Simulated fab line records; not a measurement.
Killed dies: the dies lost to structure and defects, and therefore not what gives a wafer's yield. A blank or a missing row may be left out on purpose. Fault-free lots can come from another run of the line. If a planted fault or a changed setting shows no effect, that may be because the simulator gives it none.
Split-lot trial || flow rit cmos || 5 lots, 23 wafers read, on a route of 202 steps

ABOUT THE SPLIT
At RIT_PWELL_SOFTBAKE_02 (time 60 s), the setting temp c was moved away from the recipe's 90 C on 6 of the 23 wafers read, by +2.4% to +2.9%. This setting was run at the recipe's value on the other wafers.

The split's own step is where the reading is taken.

THE READING
NOVOLAK_of_PWELL_COAT_01.thk nm (the simulator's own value, which no gauge read), in nm, at RIT_PWELL_SOFTBAKE_02 (time 60 s). The file does not state a usual value for it. Average 1300 nm, standard deviation 2 nm, over the 17 wafers here run with the recipe.

{"wafer": "L076.1", "tool, chamber at the split": "litho track-01, 0", "temp c as run, C": 90, "against the recipe": "recipe", "NOVOLAK_of_PWELL_COAT_01.thk nm, nm": 1301, "against lot-mates on the recipe": "-"}
{"wafer": "L076.4", "tool, chamber at the split": "litho track-01, 0", "temp c as run, C": 90, "against the recipe": "recipe", "NOVOLAK_of_PWELL_COAT_01.thk nm, nm": 1298, "against lot-mates on the recipe": "-"}
{"wafer": "L076.5", "tool, chamber at the split": "litho track-01, 0", "temp c as run, C": 90, "against the recipe": "recipe", "NOVOLAK_of_PWELL_COAT_01.thk nm, nm": 1296, "against lot-mates on the recipe": "-"}
{"wafer": "L077.1", "tool, chamber at the split": "litho track-01, 0", "temp c as run, C": 90, "against the recipe": "recipe", "NOVOLAK_of_PWELL_COAT_01.thk nm, nm": 1300, "against lot-mates on the recipe": "-"}
{"wafer": "L077.2", "tool, chamber at the split": "litho track-01, 0", "temp c as run, C": 90, "against the recipe": "recipe", "NOVOLAK_of_PWELL_COAT_01.thk nm, nm": 1300, "against lot-mates on the recipe": "-"}
{"wafer": "L077.3", "tool, chamber at the split": "litho track-01, 0", "temp c as run, C": 90, "against the recipe": "recipe", "NOVOLAK_of_PWELL_COAT_01.thk nm, nm": 1301, "against lot-mates on the recipe": "-"}
{"wafer": "L077.4", "tool, chamber at the split": "litho track-01, 0", "temp c as run, C": 90, "against the recipe": "recipe", "NOVOLAK_of_PWELL_COAT_01.thk nm, nm": 1295, "against lot-mates on the recipe": "-"}
{"wafer": "L077.6", "tool, chamber at the split": "litho track-01, 0", "temp c as run, C": 90, "against the recipe": "recipe", "NOVOLAK_of_PWELL_COAT_01.thk nm, nm": 1299, "against lot-mates on the recipe": "-"}
{"wafer": "L079.2", "tool, chamber at the split": "litho track-01, 0", "temp c as run, C": 90, "against the recipe": "recipe", "NOVOLAK_of_PWELL_COAT_01.thk nm, nm": 1301, "against lot-mates on the recipe": "-"}
{"wafer": "L079.6", "tool, chamber at the split": "litho track-01, 0", "temp c as run, C": 90, "against the recipe": "recipe", "NOVOLAK_of_PWELL_COAT_01.thk nm, nm": 1301, "against lot-mates on the recipe": "-"}
{"wafer": "L079.3", "tool, chamber at the split": "litho track-01, 0", "temp c as run, C": 90, "against the recipe": "recipe", "NOVOLAK_of_PWELL_COAT_01.thk nm, nm": 1299, "against lot-mates on the recipe": "-"}
{"wafer": "L079.4", "tool, chamber at the split": "litho track-01, 0", "temp c as run, C": 90, "against the recipe": "recipe", "NOVOLAK_of_PWELL_COAT_01.thk nm, nm": 1303, "against lot-mates on the recipe": "-"}
{"wafer": "L079.5", "tool, chamber at the split": "litho track-01, 0", "temp c as run, C": 90, "against the recipe": "recipe", "NOVOLAK_of_PWELL_COAT_01.thk nm, nm": 1302, "against lot-mates on the recipe": "-"}
{"wafer": "L082.2", "tool, chamber at the split": "litho track-04, 0", "temp c as run, C": 92.65, "against the recipe": "+2.9%", "NOVOLAK_of_PWELL_COAT_01.thk nm, nm": 1289, "against lot-mates on the recipe": -10}
{"wafer": "L082.4", "tool, chamber at the split": "litho track-04, 0", "temp c as run, C": 92.65, "against the recipe": "+2.9%", "NOVOLAK_of_PWELL_COAT_01.thk nm, nm": 1289, "against lot-mates on the recipe": -10}
{"wafer": "L082.3", "tool, chamber at the split": "litho track-04, 0", "temp c as run, C": 90, "against the recipe": "recipe", "NOVOLAK_of_PWELL_COAT_01.thk nm, nm": 1299, "against lot-mates on the recipe": "-"}
{"wafer": "L082.5", "tool, chamber at the split": "litho track-04, 0", "temp c as run, C": 90, "against the recipe": "recipe", "NOVOLAK_of_PWELL_COAT_01.thk nm, nm": 1299, "against lot-mates on the recipe": "-"}
{"wafer": "L082.6", "tool, chamber at the split": "litho track-04, 0", "temp c as run, C": 92.65, "against the recipe": "+2.9%", "NOVOLAK_of_PWELL_COAT_01.thk nm, nm": 1292, "against lot-mates on the recipe": -7}
{"wafer": "L085.1", "tool, chamber at the split": "litho track-03, 0", "temp c as run, C": 90, "against the recipe": "recipe", "NOVOLAK_of_PWELL_COAT_01.thk nm, nm": 1300, "against lot-mates on the recipe": "-"}
{"wafer": "L085.2", "tool, chamber at the split": "litho track-03, 0", "temp c as run, C": 92.17, "against the recipe": "+2.4%", "NOVOLAK_of_PWELL_COAT_01.thk nm, nm": 1288, "against lot-mates on the recipe": -11}
{"wafer": "L085.4", "tool, chamber at the split": "litho track-03, 0", "temp c as run, C": 92.17, "against the recipe": "+2.4%", "NOVOLAK_of_PWELL_COAT_01.thk nm, nm": 1288, "against lot-mates on the recipe": -11}
{"wafer": "L085.3", "tool, chamber at the split": "litho track-03, 0", "temp c as run, C": 92.17, "against the recipe": "+2.4%", "NOVOLAK_of_PWELL_COAT_01.thk nm, nm": 1293, "against lot-mates on the recipe": -6}
{"wafer": "L085.5", "tool, chamber at the split": "litho track-03, 0", "temp c as run, C": 90, "against the recipe": "recipe", "NOVOLAK_of_PWELL_COAT_01.thk nm, nm": 1298, "against lot-mates on the recipe": "-"}

THE FIT
A straight line over all 23 wafers: NOVOLAK_of_PWELL_COAT_01.thk nm changes by -3.56 nm for each +1% of temp c; r = -0.90; the points scatter about the line by 2.1 nm.
The same after taking each lot's own level away (the mean of its wafers on the recipe; 23 wafers): -3.37 nm for each +1%; r = -0.91; scatter 1.9 nm.
That fit puts the effect of the largest move of temp c on the reading at 9.9 nm.
Measured against the standard deviation above, the lots' own levels, which go from 1298.3 to 1301.2 nm, span 1.5 times it.
The two slopes agree, so the slope changes little with the lot-to-lot level.
Check: -9.95 nm against its lot-mates is what the line predicts for one of the wafers moved furthest among these (+2.9%) when that wafer is left out of the fit. Against them it came out at -10 nm.

FURTHER SPLITS ON THESE WAFERS
Other splits were also applied to these wafers ahead of the reading. Each is held against what the fit with the lots' levels taken away leaves over:
{"other split on the same wafers": "RIT_FOX2_OXIDATION_00 ox time s", "wafers away from the commonest value": 13, "r with NOVOLAK_of_PWELL_COAT_01.thk nm (lot level and that fit taken away)": -0.13}

THE FILE'S OWN FIT
NOVOLAK_of_PWELL_COAT_01.thk nm changes by -3.42 nm for each +1% of temp c, r = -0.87.
